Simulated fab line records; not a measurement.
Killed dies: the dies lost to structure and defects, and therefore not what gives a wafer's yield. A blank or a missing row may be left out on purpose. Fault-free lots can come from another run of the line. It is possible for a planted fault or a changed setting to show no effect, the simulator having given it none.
fab line records | flow rit-cmos
record lots=14 | wafers=42 | last-day=7
route steps=202 shown PSD@148 SILICIDE@165 CONTACT@168 M1@193
lots that met no fault: taken from a fault-free run of the same line
start-h: hours from the record's first day to the start of the lot's first wafer shown | wait-h: hours elapsed since this lot's preceding step | " repeats the value in the row above | L1.1+2: a row that stands for several wafers | - no value present, or no start provided | * or withheld: withheld | < > ~ a bound
route shown NAME@n: NAME is a module with steps in the file, n the number in the route of the first one | usual: average and standard deviation across the fault-free wafers | same: alike in all rows | chamber/n: place in a boat | sites: the reading at each site | _std_site: how widely they spread, as a standard deviation | _edge_site: inner sites' mean taken away from outer sites' mean | radius-mm: for every site, how far away it sits from the centre of the wafer | mask NAME#n: copy n | behind: the last tool/chamber to shape the wafer | hold: the reason the lot was held/the length of the hold in hours/how it ended | device: whichever transistor did not switch (one of n, p or np) | end of line: tests run on the same wafers once the route is complete | a step without rows: its recipe alone | killed: count of dies lost to structure and defects at first sort (not the wafer's yield) | map: the dies of a wafer, with x for killed, . for not killed, _ for no die there
set.NAME: the setting that was run; set.NAME@STEP: the one run at that earlier step | model.NAME: the simulator's own value behind a step, which no gauge read
the route's steps for a sample of lots (tables are steps, rows are wafers)
services: from which hour (start-h, from the record's first day; less than 0 if before it) a tool's chamber was out of use, for how many hours, and why
## steps
# step RIT_PSD_OVL_MEAS_06
# usual PSD_OVL=0.5/1.4
lot.wafer | tool       | chamber | start-h | wait-h | PSD_OVL[nm]
L619.3    | overlay-02 | -       | 47.66   | -      | -2.8
L619.4    | "          | -       | "       | "      | -3.0
L619.6    | "          | -       | "       | "      | -0.3
L620.1    | overlay-01 | -       | 53.14   | -      | -1.5
L620.3    | "          | -       | "       | "      | 0.2
L620.6    | "          | -       | "       | "      | 2.3
L621.1    | overlay-01 | -       | 59.82   | -      | 0.7
L621.2    | "          | -       | "       | "      | 2.2
L621.6    | "          | -       | "       | "      | 2.2
L623.1    | overlay-01 | -       | 71.97   | -      | 1.6
L623.4    | "          | -       | "       | "      | 1.0
L623.6    | "          | -       | "       | "      | 0.5
L624.3    | overlay-01 | -       | 74.35   | -      | -0.2
L624.4    | "          | -       | "       | "      | 0.9
L624.5    | "          | -       | "       | "      | 0.3
L625.2    | overlay-02 | -       | 77.39   | -      | 0.4
L625.5    | "          | -       | "       | "      | -0.5
L625.6    | "          | -       | "       | "      | 0.9
L626.1    | overlay-02 | -       | 84.55   | -      | -0.3
L626.3    | "          | -       | "       | "      | 0.9
L626.4    | "          | -       | "       | "      | 1.3
L627.1    | overlay-01 | -       | 89.21   | -      | -0.7
L627.2    | "          | -       | "       | "      | 0.6
L627.4    | "          | -       | "       | "      | -1.1
L630.4    | overlay-01 | -       | 105.24  | -      | 0.7
L630.5    | "          | -       | "       | "      | -0.2
L630.6    | "          | -       | "       | "      | 1.5
L631.3    | overlay-02 | -       | 111.44  | -      | 1.1
L631.4    | "          | -       | "       | "      | 0.6
L631.5    | "          | -       | "       | "      | 0.5
L632.2    | overlay-02 | -       | 116.18  | -      | 2.1
L632.3    | "          | -       | "       | "      | 0.4
L632.5    | "          | -       | "       | "      | -0.3
L638.1    | overlay-02 | -       | 149.97  | -      | 0.9
L638.4    | "          | -       | "       | "      | 1.4
L638.6    | "          | -       | "       | "      | -0.7
L639.1    | overlay-02 | -       | 153.30  | -      | -0.8
L639.2    | "          | -       | "       | "      | -1.3
L639.4    | "          | -       | "       | "      | 0.2
L641.2    | overlay-02 | -       | 170.25  | -      | 2.3
L641.3    | "          | -       | "       | "      | 1.5
L641.6    | "          | -       | "       | "      | 0.9
# step RIT_SILICIDE_RTA_04
# recipe temp-c=650 | time-s=10 | idle-temp-c=25 | ramp-up-s=5 | ramp-down-s=5 | cool-to-c=25 | ambient=N2
# usual chamber-o2-ppm=1.995/0.027 | wafer_temp_C_max=652.4/0.52
lot.wafer | tool          | chamber | start-h | wait-h | chamber-o2-ppm | wafer_temp_C_max
L619.3    | rtp-anneal-01 | 0       | 49.50   | 0.1    | 2.025          | 651.6
L619.4    | "             | 0       | "       | "      | 1.970          | 652.2
L619.6    | "             | 0       | "       | "      | 1.981          | 651.8
L620.1    | rtp-anneal-02 | 0       | 55.00   | 0.1    | 1.968          | 653.3
L620.3    | "             | 0       | "       | "      | 2.022          | 651.8
L620.6    | "             | 0       | "       | "      | 1.978          | 652.4
L621.1    | rtp-anneal-01 | 0       | 61.74   | 0.1    | 1.936          | 652.2
L621.2    | "             | 0       | "       | "      | 1.978          | 652.9
L621.6    | "             | 0       | "       | "      | 1.971          | 652.1
L623.1    | rtp-anneal-01 | 0       | 74.00   | 0.1    | 2.025          | 652.2
L623.4    | "             | 0       | "       | "      | 1.980          | 652.9
L623.6    | "             | 0       | "       | "      | 2.011          | 652.2
L624.3    | rtp-anneal-02 | 0       | 76.35   | 0.1    | 2.002          | 653.1
L624.4    | "             | 0       | "       | "      | 2.024          | 651.9
L624.5    | "             | 0       | "       | "      | 2.015          | 652.3
L625.2    | rtp-anneal-01 | 0       | 79.31   | 0.1    | 1.962          | 652.7
L625.5    | "             | 0       | "       | "      | 2.023          | 651.9
L625.6    | "             | 0       | "       | "      | 1.992          | 652.2
L626.1    | rtp-anneal-02 | 0       | 86.36   | 0.1    | 1.996          | 652.8
L626.3    | "             | 0       | "       | "      | 1.952          | 653.4
L626.4    | "             | 0       | "       | "      | 2.000          | 652.1
L627.1    | rtp-anneal-01 | 0       | 91.03   | 0.1    | 2.000          | 652.4
L627.2    | "             | 0       | "       | "      | 2.003          | 652.2
L627.4    | "             | 0       | "       | "      | 1.980          | 652.5
L630.4    | rtp-anneal-02 | 0       | 107.09  | 0.1    | 1.978          | 652.3
L630.5    | "             | 0       | "       | "      | 1.970          | 652.9
L630.6    | "             | 0       | "       | "      | 2.005          | 652.5
L631.3    | rtp-anneal-01 | 0       | 113.36  | 0.1    | 1.935          | 651.4
L631.4    | "             | 0       | "       | "      | 1.986          | 651.6
L631.5    | "             | 0       | "       | "      | 1.998          | 652.2
L632.2    | rtp-anneal-02 | 0       | 118.03  | 0.1    | 1.991          | 652.4
L632.3    | "             | 0       | "       | "      | 2.008          | 652.8
L632.5    | "             | 0       | "       | "      | 2.003          | 652.6
L638.1    | rtp-anneal-02 | 0       | 152.14  | 0.1    | 2.032          | 653.0
L638.4    | "             | 0       | "       | "      | 1.949          | 653.3
L638.6    | "             | 0       | "       | "      | 1.993          | 653.5
L639.1    | rtp-anneal-01 | 0       | 155.47  | 0.1    | 1.976          | 651.9
L639.2    | "             | 0       | "       | "      | 2.033          | 651.6
L639.4    | "             | 0       | "       | "      | 2.032          | 650.9
L641.2    | rtp-anneal-01 | 0       | 172.11  | 0.1    | 2.030          | 651.9
L641.3    | "             | 0       | "       | "      | 2.041          | 652.2
L641.6    | "             | 0       | "       | "      | 2.007          | 652.2
# step RIT_CONTACT_CVD_00
# recipe material=SiO2 | target-thk-nm=400 | precursor=TEOS | temp-c=390 | time-s=61 | rf-w=411.7
# usual heater-power-w=325/54
lot.wafer | tool     | chamber | start-h | wait-h | heater-power-w
L619.3    | pecvd-03 | 1       | 49.66   | 0.0    | 263
L619.4    | "        | 1       | "       | "      | 280
L619.6    | "        | 2       | "       | "      | 348
L620.1    | pecvd-01 | 1       | 55.17   | 0.1    | 358
L620.3    | "        | 2       | "       | "      | 386
L620.6    | "        | 1       | "       | "      | 374
L621.1    | pecvd-02 | 1       | 61.93   | 0.1    | 296
L621.2    | "        | 2       | "       | "      | 358
L621.6    | "        | 1       | "       | "      | 310
L623.1    | pecvd-01 | 1       | 74.18   | 0.1    | 354
L623.4    | "        | 2       | "       | "      | 384
L623.6    | "        | 1       | "       | "      | 383
L624.3    | pecvd-02 | 1       | 76.53   | 0.1    | 309
L624.4    | "        | 2       | "       | "      | 356
L624.5    | "        | 1       | "       | "      | 326
L625.2    | pecvd-03 | 1       | 79.47   | 0.0    | 254
L625.5    | "        | 1       | "       | "      | 263
L625.6    | "        | 0       | "       | "      | 288
L626.1    | pecvd-01 | 0       | 86.61   | 0.1    | 371
L626.3    | "        | 1       | "       | "      | 385
L626.4    | "        | 0       | "       | "      | 399
L627.1    | pecvd-02 | 1       | 91.20   | 0.1    | 287
L627.2    | "        | 0       | "       | "      | 303
L627.4    | "        | 1       | "       | "      | 291
L630.4    | pecvd-02 | 1       | 107.26  | 0.0    | 245
L630.5    | "        | 0       | "       | "      | 321
L630.6    | "        | 2       | "       | "      | 339
L631.3    | pecvd-03 | 0       | 113.52  | 0.0    | 269
L631.4    | "        | 0       | "       | "      | 285
L631.5    | "        | 2       | "       | "      | 360
L632.2    | pecvd-01 | 1       | 118.20  | 0.0    | 411
L632.3    | "        | 0       | "       | "      | 354
L632.5    | "        | 0       | "       | "      | 372
L638.1    | pecvd-01 | 0       | 152.31  | 0.1    | 405
L638.4    | "        | 1       | "       | "      | 389
L638.6    | "        | 2       | "       | "      | 288
L639.1    | pecvd-02 | 2       | 155.65  | 0.1    | 350
L639.2    | "        | 0       | "       | "      | 284
L639.4    | "        | 0       | "       | "      | 295
L641.2    | pecvd-01 | 2       | 172.28  | 0.0    | 392
L641.3    | "        | 0       | "       | "      | 389
L641.6    | "        | 0       | "       | "      | 413
# step RIT_CONTACT_THK_MEAS_01
# recipe reads=SiO2_of_CONTACT_CVD_00
# usual CONTACT_TEOS_THK=403/5.4
lot.wafer | tool          | chamber | start-h | wait-h | CONTACT_TEOS_THK[nm]
L619.3    | film-metro-01 | -       | 49.73   | 0.0    | 398
L619.4    | "             | -       | "       | "      | 404
L619.6    | "             | -       | "       | "      | 407
L620.1    | film-metro-04 | -       | 55.22   | 0.0    | 398
L620.3    | "             | -       | "       | "      | 393
L620.6    | "             | -       | "       | "      | 402
L621.1    | film-metro-01 | -       | 61.98   | 0.0    | 406
L621.2    | "             | -       | "       | "      | 405
L621.6    | "             | -       | "       | "      | 412
L623.1    | film-metro-04 | -       | 74.23   | 0.0    | 399
L623.4    | "             | -       | "       | "      | 399
L623.6    | "             | -       | "       | "      | 401
L624.3    | film-metro-04 | -       | 76.60   | 0.0    | 410
L624.4    | "             | -       | "       | "      | 405
L624.5    | "             | -       | "       | "      | 406
L625.2    | film-metro-04 | -       | 79.53   | 0.0    | 398
L625.5    | "             | -       | "       | "      | 403
L625.6    | "             | -       | "       | "      | 395
L626.1    | film-metro-04 | -       | 86.66   | 0.0    | 404
L626.3    | "             | -       | "       | "      | 400
L626.4    | "             | -       | "       | "      | 405
L627.1    | film-metro-02 | -       | 91.28   | 0.1    | 403
L627.2    | "             | -       | "       | "      | 400
L627.4    | "             | -       | "       | "      | 410
L630.4    | film-metro-01 | -       | 107.32  | 0.0    | 408
L630.5    | "             | -       | "       | "      | 405
L630.6    | "             | -       | "       | "      | 401
L631.3    | film-metro-01 | -       | 113.59  | 0.0    | 392
L631.4    | "             | -       | "       | "      | 394
L631.5    | "             | -       | "       | "      | 402
L632.2    | film-metro-02 | -       | 118.26  | 0.0    | 400
L632.3    | "             | -       | "       | "      | 401
L632.5    | "             | -       | "       | "      | 407
L638.1    | film-metro-02 | -       | 152.36  | 0.0    | 305
L638.4    | "             | -       | "       | "      | 408
L638.6    | "             | -       | "       | "      | 402
L639.1    | film-metro-01 | -       | 155.70  | 0.0    | 408
L639.2    | "             | -       | "       | "      | 403
L639.4    | "             | -       | "       | "      | 416
L641.2    | film-metro-01 | -       | 172.34  | 0.0    | 406
L641.3    | "             | -       | "       | "      | 305
L641.6    | "             | -       | "       | "      | 310
# step RIT_M1_CD_MEAS_09
# recipe target-cd-nm=2600
# usual cd-nm=2600.4/2
lot.wafer | tool      | chamber | start-h | wait-h | cd-nm
L619.3    | cd-sem-02 | -       | 53.89   | -      | 2597.9
L619.4    | "         | -       | "       | "      | 2599.6
L619.6    | "         | -       | "       | "      | 2598.3
L620.1    | cd-sem-02 | -       | 58.81   | -      | 2599.8
L620.3    | "         | -       | "       | "      | 2600.4
L620.6    | "         | -       | "       | "      | 2603.3
L621.1    | cd-sem-02 | -       | 65.63   | -      | 2596.4
L621.2    | "         | -       | "       | "      | 2598.3
L621.6    | "         | -       | "       | "      | 2596.5
L623.1    | cd-sem-01 | -       | 77.96   | -      | 2600.9
L623.4    | "         | -       | "       | "      | 2602.1
L623.6    | "         | -       | "       | "      | 2600.2
L624.3    | cd-sem-01 | -       | 80.57   | -      | 2600.5
L624.4    | "         | -       | "       | "      | 2596.6
L624.5    | "         | -       | "       | "      | 2599.1
L625.2    | cd-sem-02 | -       | 83.29   | -      | 2600.6
L625.5    | "         | -       | "       | "      | 2598.6
L625.6    | "         | -       | "       | "      | 2598.4
L626.1    | cd-sem-01 | -       | 90.71   | -      | 2599.4
L626.3    | "         | -       | "       | "      | 2601.3
L626.4    | "         | -       | "       | "      | 2599.9
L627.1    | cd-sem-01 | -       | 94.92   | -      | 2602.3
L627.2    | "         | -       | "       | "      | 2602.0
L627.4    | "         | -       | "       | "      | 2602.7
L630.4    | cd-sem-01 | -       | 111.21  | -      | 2600.5
L630.5    | "         | -       | "       | "      | 2602.2
L630.6    | "         | -       | "       | "      | 2602.1
L631.3    | cd-sem-02 | -       | 117.32  | -      | 2599.6
L631.4    | "         | -       | "       | "      | 2598.4
L631.5    | "         | -       | "       | "      | 2598.0
L632.2    | cd-sem-02 | -       | 122.24  | -      | 2599.1
L632.3    | "         | -       | "       | "      | 2598.4
L632.5    | "         | -       | "       | "      | 2599.4
L638.1    | cd-sem-02 | -       | 156.44  | -      | 2603.8
L638.4    | "         | -       | "       | "      | 2604.4
L638.6    | "         | -       | "       | "      | 2603.8
L639.1    | cd-sem-02 | -       | 159.26  | -      | 2597.0
L639.2    | "         | -       | "       | "      | 2597.3
L639.4    | "         | -       | "       | "      | 2598.1
L641.2    | cd-sem-01 | -       | 176.49  | -      | 2602.4
L641.3    | "         | -       | "       | "      | 2604.3
L641.6    | "         | -       | "       | "      | 2603.2
# step RIT_M1_PROBE_99
# usual killed_at_M0_to_M3=0.0/0.083 | killed-at-contacts=0.1/0.31 | killed-at-front-end=6.3/3 | killed-dies=6.4/3 | killed-open=3/1.9 | killed-short=3.4/1.9
# same gross-dies=264 | killed_at_M4_up=0 | killed-at-back-side=0 | killed-at-other=0
lot.wafer | tool      | chamber | start-h | wait-h | killed_at_M0_to_M3 | killed-at-contacts | killed-at-front-end | killed-dies | killed-open | killed-short
L619.3    | prober-01 | -       | 56.61   | 0.2    | 0                  | 0                  | 6                   | 6           | 4           | 2
L619.4    | prober-01 | -       | 56.66   | 0.2    | 0                  | 0                  | 9                   | 9           | 4           | 5
L619.6    | prober-01 | -       | 56.76   | 0.2    | 0                  | 1                  | 4                   | 5           | 4           | 1
L620.1    | prober-02 | -       | 61.52   | 0.1    | 0                  | 1                  | 8                   | 9           | 3           | 6
L620.3    | prober-02 | -       | 61.62   | 0.2    | 0                  | 0                  | 15                  | 15          | 7           | 8
L620.6    | prober-02 | -       | 61.77   | 0.2    | 0                  | 0                  | 5                   | 5           | 1           | 4
L621.1    | prober-01 | -       | 68.44   | 0.1    | 0                  | 0                  | 8                   | 8           | 3           | 5
L621.2    | prober-01 | -       | 68.49   | 0.1    | 0                  | 0                  | 6                   | 6           | 3           | 3
L621.6    | prober-01 | -       | 68.69   | 0.2    | 0                  | 0                  | 7                   | 7           | 1           | 6
L623.1    | prober-01 | -       | 80.64   | 0.1    | 0                  | 0                  | 4                   | 4           | 0           | 4
L623.4    | prober-01 | -       | 80.79   | 0.2    | 0                  | 0                  | 7                   | 7           | 3           | 4
L623.6    | prober-01 | -       | 80.89   | 0.2    | 0                  | 1                  | 4                   | 5           | 2           | 3
L624.3    | prober-02 | -       | 83.29   | 0.2    | 0                  | 0                  | 6                   | 6           | 3           | 3
L624.4    | prober-02 | -       | 83.34   | 0.2    | 0                  | 0                  | 6                   | 6           | 2           | 4
L624.5    | prober-02 | -       | 83.39   | 0.2    | 0                  | 0                  | 5                   | 5           | 2           | 3
L625.2    | prober-01 | -       | 85.98   | 0.1    | 0                  | 0                  | 7                   | 7           | 5           | 2
L625.5    | prober-01 | -       | 86.13   | 0.2    | 0                  | 0                  | 5                   | 5           | 2           | 3
L625.6    | prober-01 | -       | 86.18   | 0.2    | 0                  | 0                  | 12                  | 12          | 6           | 6
L626.1    | prober-02 | -       | 93.50   | 0.1    | 0                  | 0                  | 5                   | 5           | 4           | 1
L626.3    | prober-02 | -       | 93.60   | 0.2    | 0                  | 0                  | 2                   | 2           | 1           | 1
L626.4    | prober-02 | -       | 93.65   | 0.2    | 0                  | 0                  | 10                  | 10          | 3           | 7
L627.1    | prober-01 | -       | 97.59   | 0.1    | 0                  | 0                  | 7                   | 7           | 1           | 5
L627.2    | prober-01 | -       | 97.64   | 0.1    | 0                  | 0                  | 10                  | 10          | 7           | 3
L627.4    | prober-01 | -       | 97.74   | 0.2    | 0                  | 0                  | 7                   | 7           | 2           | 5
L630.4    | prober-02 | -       | 113.97  | 0.2    | 0                  | 0                  | 7                   | 7           | 2           | 5
L630.5    | prober-02 | -       | 114.02  | 0.2    | 0                  | 0                  | 9                   | 9           | 5           | 4
L630.6    | prober-02 | -       | 114.07  | 0.2    | 0                  | 0                  | 3                   | 3           | 1           | 2
L631.3    | prober-01 | -       | 120.03  | 0.2    | 0                  | 0                  | 11                  | 11          | 7           | 4
L631.4    | prober-01 | -       | 120.08  | 0.2    | 0                  | 1                  | 8                   | 9           | 3           | 6
L631.5    | prober-01 | -       | 120.13  | 0.2    | 0                  | 0                  | 9                   | 9           | 6           | 2
L632.2    | prober-02 | -       | 124.92  | 0.1    | 0                  | 0                  | 5                   | 5           | 2           | 3
L632.3    | prober-02 | -       | 124.97  | 0.2    | 0                  | 0                  | 3                   | 3           | 2           | 1
L632.5    | prober-02 | -       | 125.07  | 0.2    | 0                  | 0                  | 9                   | 9           | 3           | 6
L638.1    | prober-02 | -       | 159.59  | 0.1    | 0                  | 0                  | 5                   | 5           | 1           | 4
L638.4    | prober-02 | -       | 159.74  | 0.2    | 0                  | 0                  | 2                   | 2           | 1           | 1
L638.6    | prober-02 | -       | 159.84  | 0.2    | 0                  | 0                  | 7                   | 7           | 3           | 4
L639.1    | prober-01 | -       | 161.92  | 0.1    | 0                  | 0                  | 7                   | 7           | 6           | 1
L639.2    | prober-01 | -       | 161.97  | 0.1    | 0                  | 0                  | 3                   | 3           | 1           | 2
L639.4    | prober-01 | -       | 162.07  | 0.2    | 0                  | 0                  | 15                  | 15          | 7           | 8
L641.2    | prober-01 | -       | 179.18  | 0.1    | 0                  | 0                  | 10                  | 10          | 5           | 5
L641.3    | prober-01 | -       | 179.23  | 0.2    | 0                  | 0                  | 8                   | 8           | 3           | 5
L641.6    | prober-01 | -       | 179.38  | 0.2    | 1                  | 0                  | 3                   | 4           | 1           | 3
# killed by level:class
L619.3 GATE:geometric-particle:open=2 FOX1:geometric-particle:short=1 FOX1:geometric-particle:open=1 GATE:geometric-particle:short=1 SILICIDE:geometric-particle:open=1
L619.4 GATE:geometric-particle:short=4 GATE:geometric-particle:open=2 FOX1:geometric-particle:short=1 FOX1:geometric-particle:open=1 REOX:geometric-particle:open=1
L619.6 GATE:geometric-particle:open=2 FOX2:geometric-particle:open=1 GATE:geometric-particle:short=1 CONTACT:geometric-particle:open=1
L620.1 FOX1:geometric-particle:short=2 REOX:geometric-particle:open=2 REOX:geometric-particle:short=2 GATE:geometric-particle:open=1 SPACER:geometric-particle:short=1 CONTACT:geometric-particle:short=1
L620.3 REOX:geometric-particle:open=3 REOX:geometric-particle:short=3 FOX1:geometric-particle:short=2 GATE:geometric-particle:short=2 GATE:geometric-particle:open=2 FOX1:geometric-particle:open=1 SPACER:geometric-particle:open=1 SILICIDE:geometric-particle:short=1
L620.6 SPACER:geometric-particle:short=2 FOX1:geometric-particle:open=1 GATE:geometric-particle:short=1 REOX:geometric-particle:short=1
L621.1 SPACER:geometric-particle:short=3 SPACER:geometric-particle:open=2 FOX1:geometric-particle:open=1 GATE:geometric-particle:short=1 REOX:geometric-particle:short=1
L621.2 GATE:geometric-particle:open=2 SPACER:geometric-particle:short=2 FOX2:geometric-particle:short=1 SILICIDE:geometric-particle:open=1
L621.6 SPACER:geometric-particle:short=3 GATE:geometric-particle:short=2 GATE:geometric-particle:open=1 REOX:geometric-particle:short=1
L623.1 ACTIVE:geometric-particle:short=1 FOX1:geometric-particle:short=1 REOX:geometric-particle:short=1 SPACER:geometric-particle:short=1
L623.4 FOX2:geometric-particle:short=1 FOX2:geometric-particle:open=1 GATE:geometric-particle:open=1 GATE:geometric-particle:short=1 REOX:geometric-particle:short=1 REOX:geometric-particle:open=1 SILICIDE:geometric-particle:short=1
L623.6 GATE:geometric-particle:open=1 GATE:geometric-particle:short=1 SPACER:geometric-particle:open=1 SILICIDE:geometric-particle:short=1 CONTACT:geometric-particle:short=1
L624.3 GATE:geometric-particle:open=2 GATE:geometric-particle:short=2 FOX1:geometric-particle:open=1 SILICIDE:geometric-particle:short=1
L624.4 FOX1:geometric-particle:short=2 FOX1:geometric-particle:open=1 GATE:geometric-particle:short=1 REOX:geometric-particle:short=1 REOX:geometric-particle:open=1
L624.5 FOX2:geometric-particle:open=1 FOX2:geometric-particle:short=1 GATE:geometric-particle:short=1 SILICIDE:geometric-particle:short=1 SILICIDE:geometric-particle:open=1
L625.2 SPACER:geometric-particle:open=3 SILICIDE:geometric-particle:open=2 GATE:geometric-particle:short=1 SILICIDE:geometric-particle:short=1
L625.5 SPACER:geometric-particle:short=2 FOX1:geometric-particle:open=1 SILICIDE:geometric-particle:short=1 SILICIDE:geometric-particle:open=1
L625.6 SPACER:geometric-particle:open=3 SPACER:geometric-particle:short=2 FOX1:geometric-particle:short=1 FOX2:geometric-particle:short=1 GATE:geometric-particle:short=1 GATE:geometric-particle:open=1 REOX:geometric-particle:open=1 SILICIDE:geometric-particle:open=1
L626.1 REOX:geometric-particle:open=2 FOX1:geometric-particle:short=1 FOX1:geometric-particle:open=1 GATE:geometric-particle:open=1
L626.3 REOX:geometric-particle:short=1 SILICIDE:geometric-particle:open=1
L626.4 SPACER:geometric-particle:short=3 FOX1:geometric-particle:short=2 FOX1:geometric-particle:open=1 GATE:geometric-particle:short=1 GATE:geometric-particle:open=1 REOX:geometric-particle:open=1 REOX:geometric-particle:short=1
L627.1 GATE:geometric-particle:short=2 REOX:geometric-particle:short=2 GATE:geometric-particle:open=1 SILICIDE:geometric-particle:short=1 NLDD:coat-microbubble-printed=1
L627.2 REOX:geometric-particle:open=4 FOX1:geometric-particle:open=1 GATE:geometric-particle:open=1 REOX:geometric-particle:short=1 SPACER:geometric-particle:short=1 SPACER:geometric-particle:open=1 SILICIDE:geometric-particle:short=1
L627.4 FOX1:geometric-particle:short=1 FOX2:geometric-particle:short=1 GATE:geometric-particle:open=1 GATE:geometric-particle:short=1 SPACER:geometric-particle:short=1 SILICIDE:geometric-particle:open=1 SILICIDE:geometric-particle:short=1
L630.4 GATE:geometric-particle:short=2 REOX:geometric-particle:short=2 SILICIDE:geometric-particle:open=2 FOX1:geometric-particle:short=1
L630.5 GATE:geometric-particle:open=3 GATE:geometric-particle:short=2 REOX:geometric-particle:short=2 FOX2:geometric-particle:open=1 REOX:geometric-particle:open=1
L630.6 FOX1:geometric-particle:short=1 GATE:geometric-particle:open=1 REOX:geometric-particle:short=1
L631.3 GATE:geometric-particle:open=4 REOX:geometric-particle:open=2 SPACER:geometric-particle:short=2 FOX1:geometric-particle:short=1 FOX2:geometric-particle:open=1 SILICIDE:geometric-particle:short=1
L631.4 GATE:geometric-particle:short=3 REOX:geometric-particle:open=2 FOX1:geometric-particle:short=1 GATE:geometric-particle:open=1 REOX:geometric-particle:short=1 CONTACT:geometric-particle:short=1
L631.5 GATE:geometric-particle:open=2 SPACER:geometric-particle:open=2 FOX1:geometric-particle:short=1 FOX1:geometric-particle:open=1 REOX:geometric-particle:short=1 REOX:geometric-particle:open=1 PWELL:coat-microbubble-printed=1
L632.2 FOX1:geometric-particle:short=1 FOX2:geometric-particle:short=1 GATE:geometric-particle:open=1 GATE:geometric-particle:short=1 REOX:geometric-particle:open=1
L632.3 GATE:geometric-particle:open=1 REOX:geometric-particle:open=1 SILICIDE:geometric-particle:short=1
L632.5 FOX2:geometric-particle:short=2 FOX1:geometric-particle:short=1 FOX1:geometric-particle:open=1 GATE:geometric-particle:short=1 GATE:geometric-particle:open=1 REOX:geometric-particle:open=1 REOX:geometric-particle:short=1 SILICIDE:geometric-particle:short=1
L638.1 GATE:geometric-particle:short=2 SPACER:geometric-particle:short=1 SPACER:geometric-particle:open=1 SILICIDE:geometric-particle:short=1
L638.4 SPACER:geometric-particle:open=1 SPACER:geometric-particle:short=1
L638.6 GATE:geometric-particle:short=3 FOX2:geometric-particle:open=1 FOX2:geometric-particle:short=1 GATE:geometric-particle:open=1 SPACER:geometric-particle:open=1
L639.1 GATE:geometric-particle:open=4 REOX:geometric-particle:open=1 SPACER:geometric-particle:open=1 SPACER:geometric-particle:short=1
L639.2 FOX1:geometric-particle:short=1 REOX:geometric-particle:short=1 SPACER:geometric-particle:open=1
L639.4 GATE:geometric-particle:short=5 GATE:geometric-particle:open=4 FOX1:geometric-particle:short=1 FOX1:geometric-particle:open=1 FOX2:geometric-particle:short=1 FOX2:geometric-particle:open=1 SPACER:geometric-particle:open=1 SILICIDE:geometric-particle:short=1
L641.2 GATE:geometric-particle:short=4 GATE:geometric-particle:open=3 FOX2:geometric-particle:open=1 SPACER:geometric-particle:short=1 SILICIDE:geometric-particle:open=1
L641.3 GATE:geometric-particle:short=2 GATE:geometric-particle:open=2 REOX:geometric-particle:short=2 FOX1:geometric-particle:short=1 SPACER:geometric-particle:open=1
L641.6 FOX2:geometric-particle:open=1 GATE:geometric-particle:short=1 SILICIDE:geometric-particle:short=1 M1:geometric-particle:short=1
## services
tool     | chamber | start-h | hours | kind
pecvd-03 | 0       | 37.84   | 6.2   | repair
pecvd-02 | 0       | 71.85   | 4.7   | repair
pecvd-02 | 2       | 88.79   | 3.6   | repair
pecvd-03 | -       | 123.75  | 2.8   | pm
pecvd-03 | 2       | 138.82  | 26.5  | repair
pecvd-02 | -       | 172.26  | 1.1   | repair
## key
first-sign step=RIT_CONTACT_THK_MEAS_01 | reading=CONTACT_TEOS_THK | direction=down | sigmas=18 | usual=403 | struck=307
effect none on later readings
met-at RIT_CONTACT_CVD_00
struck-lots L638,L641
struck-wafers L638.1,L641.3,L641.6
tester-left-out L638,L641
not-acting-at RIT_PSD_OVL_MEAS_06,RIT_SILICIDE_RTA_04,RIT_M1_CD_MEAS_09
onset-between 118.20 152.31
fault kind=process-parameter-drift | tool=pecvd-01 | chamber=0 | onset-h=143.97 | steps=RIT_CONTACT_CVD_00 | channel=target-thk-nm | offset=-99.334 | shape=step | end-h=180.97 | stated=400
# tester-left-out: of these lots the tester's yield and bins aren't shown, on N5 and GAA mostly nor the transistor test; their killed dies are dies lost to structure and defects alone, not to doping, threshold or leakage, so they don't give the yield
